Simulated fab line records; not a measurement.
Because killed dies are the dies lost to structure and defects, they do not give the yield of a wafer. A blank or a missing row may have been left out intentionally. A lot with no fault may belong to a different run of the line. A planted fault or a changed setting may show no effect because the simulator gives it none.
What tool caused it? -- flow berkeley cmos170 -- 21 wafers from 7 lots sampled at 2 of the route's 331 steps

WHAT THE GAUGES SHOWED, per wafer
UCB170_PLDD_TW_MEAS_11.
lot,measured,on,PLDD_TW
L432,day 7 22:40,film metro-03,999 995 992
L431,day 7 22:37,film metro-04,1019 1027 1019
L435,day 8 13:57,film metro-04,1023 1023 1026
L438,day 8 14:30,film metro-01,1008 1008 1003
L440,day 9 06:35,film metro-03,1140 1126 1133
L451,day 11 11:42,film metro-03,991 994 990
L452,day 11 19:02,film metro-03,992 993 993

TOOL THAT RAN EACH LOT (tool first, then ch and the chambers of the sampled wafers, then the start)
lot,UCB170_PLDD_IMPLANT_08
L432,"implanter-02 ch 0, day 7 22:14"
L431,"implanter-01 ch 0, day 7 21:59"
L435,"implanter-03 ch 0, day 8 13:33"
L438,"implanter-03 ch 0, day 8 14:06"
L440,"implanter-01 ch 0, day 9 05:36"
L451,"implanter-02 ch 0, day 11 11:18"
L452,"implanter-01 ch 0, day 11 18:40"
- UCB170_PLDD_IMPLANT_08

THE ANSWER, worked out from the rows above alone
Rule: the lots themselves supply what counts as usual. Put in order of their means at a reading, lots are off if they are a third of the lots or fewer, leave a main group of 4 or more, and stand apart from it by a gap of 3 or more times the standard deviation of the main group's means; of several such gaps the widest counts. If all means in a main group match to the digits the tables above print for the reading, that group is not used. A lot without any number at a reading at which 4 lots or more have one is off too. Any other lot the step has rows for is counted as sound.
Off: L440, seen at UCB170_PLDD_TW_MEAS_11 (PLDD_TW). For the main group the mean is 1005 and the standard deviation 13.
A tool fits if, at a process step before that reading, it ran every lot that is off, and no sound lot after the first of them. Those tools and the gauges at UCB170_PLDD_TW_MEAS_11 are tried in the same way. Not one of the candidates tried fits.

WHAT HAD BEEN PUT IN BY THE SIMULATOR
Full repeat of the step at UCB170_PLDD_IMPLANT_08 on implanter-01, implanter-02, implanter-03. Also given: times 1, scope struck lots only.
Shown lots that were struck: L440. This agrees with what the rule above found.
